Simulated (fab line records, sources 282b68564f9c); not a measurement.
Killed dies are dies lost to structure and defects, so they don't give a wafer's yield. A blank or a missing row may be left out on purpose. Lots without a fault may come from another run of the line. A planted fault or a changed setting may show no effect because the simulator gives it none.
A struck lot beside a sound one | flow rit_cmos | 17 steps out of a route of 202
Sound: wafers L387.3, L387.5, L387.6. Struck: wafers L394.1, L394.3, L394.6. The cause comes at the end.
At each step with rows: each side's tool, then ch and its chambers, then its first start. Under that, the readings that differ: sound wafers | struck wafers | difference of the means | sigmas: that difference in standard deviations of wafers without a fault.
alike: readings whose means differ by less than 2 such deviations, and words and numbers that are the same on both sides. not compared: withheld readings, readings that some wafer has no value for, bounds like >300 that may hide the same value, and numbers for which the record gives no deviation and whose values overlap.
The two part at a step that has a row with sigmas, a row that says differs or no value, or rows on one side only. Numbers that don't overlap but have no deviation are shown without sigmas and don't part them. A reading that every wafer of one side lacks parts them only if that side has two wafers or more.

RIT_PWELL_TW_MEAS_10:
  sound on film_metro-04, day 2 23:37; struck on film_metro-03, day 4 10:50
  alike: PWELL_TW
then, 1 step without rows for these wafers: RIT_WELLDRIVE_ANNEAL_00 (time 14700 s).
RIT_WELLDRIVE_RS_MEAS_01: measures by four-point-probe.
  sound on film_metro-03, day 3 04:47; struck on film_metro-04, day 4 15:59
  alike: NWELL_RS
RIT_WELLDRIVE_RS_MEAS_02: measures by four-point-probe.
  sound on film_metro-03, day 3 04:54; struck on film_metro-04, day 4 16:07
  alike: PWELL_RS
then, 6 steps without rows for these wafers: RIT_NRETRO_HMDS_00 (prime time 60 s); RIT_NRETRO_COAT_01 (resist thk 1300 nm); RIT_NRETRO_SOFTBAKE_02 (time 60 s); RIT_NRETRO_EXPOSE_03 (exposes mask M4, target cd 43900 nm); RIT_NRETRO_PEB_04; RIT_NRETRO_DEVELOP_05 (develop time 68 s).
RIT_NRETRO_OVL_MEAS_06:
  sound on overlay-01, day 3 05:52; struck on overlay-01, day 4 17:07
  alike: NRETRO_OVL
then, 1 step without rows for these wafers: RIT_NRETRO_HARDBAKE_07 (time 120 s).
RIT_NRETRO_IMPLANT_08:
  sound on implanter-01 ch 0, day 3 06:12; struck on implanter-02 ch 0, day 4 17:23
  reading            | sound                            | struck                        | difference | sigmas
  dose_ions_cm2      | 1.0014e+13 1.0016e+13 1.0007e+13 | 5.506e+12 5.486e+12 5.491e+12 | -4.518e+12 | -99 or more
  faraday_current_uA | 31.8 32.0 31.3                   | 17.2 18.0 17.1                | -14.3      | -25
RIT_NRETRO_STRIP_09: strips in O2, time 180 s.
  sound on plasma_asher-01 ch 0,1, day 3 06:21; struck on plasma_asher-01 ch 1, day 4 17:32
  alike: drypump_motor_current_A
  not compared: rf_hours_counter_h
RIT_NRETRO_TW_MEAS_10:
  sound on film_metro-04, day 3 06:29; struck on film_metro-02, day 4 17:43
  reading   | sound          | struck      | difference | sigmas
  NRETRO_TW | 1050 1049 1060 | 870 865 867 | -186       | -25
then, 1 step without rows for these wafers: RIT_PRETRO_HMDS_00 (prime time 60 s).
RIT_M1_PROBE_99:
  sound on prober-02, day 4 10:37; struck on prober-01, day 5 20:38
  reading                                 | sound             | struck            | difference | sigmas
  model.etest.pmos_0p3.r_on_ohm_um        | 6189 6211 6316    | 5854 5894 6000    | -323       |
  model.etest.pmos_turned.r_on_ohm_um     | 3312 3376 3340    | 3106 3121 3192    | -203       |
  model.etest.pmos_0p15.r_on_ohm_um       | 2705 2778 2727    | 2545 2588 2634    | -148       |
  model.etest.pmos_0p15.drive_ua_um       | 263.8 258.4 260.3 | 292.1 287.1 279.1 | +25.3      |
  model.etest.pmos_turned.drive_ua_um     | 201.3 193.9 200.4 | 224.8 225 218     | +24.1      |
  model.etest.pmos_narrow.drive_ua_um     | 101.3 101.9 100.2 | 116.3 117.4 112.9 | +14.4      |
  model.etest.pmos_0p3.drive_ua_um        | 101.5 102.5 99.68 | 115.4 115.3 112.8 | +13.3      |
  model.etest.well_edge_right.line_ohm_um | 184.2 185.4 185   | 194.3 194.7 196.2 | +10.2      |
  alike: killed_at_M0_to_M3, killed_at_front_end, killed_dies, killed_open, killed_short

WHERE THEY PART
First at RIT_NRETRO_IMPLANT_08; last, within this record, at RIT_NRETRO_TW_MEAS_10. Later steps at which nothing parts them and some readings are alike: RIT_M1_PROBE_99.

WHY: what the simulator had put in
Process parameter drift: implanter-02, from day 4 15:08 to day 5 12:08, at RIT_NRETRO_IMPLANT_08. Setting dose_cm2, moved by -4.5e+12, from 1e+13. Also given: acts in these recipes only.
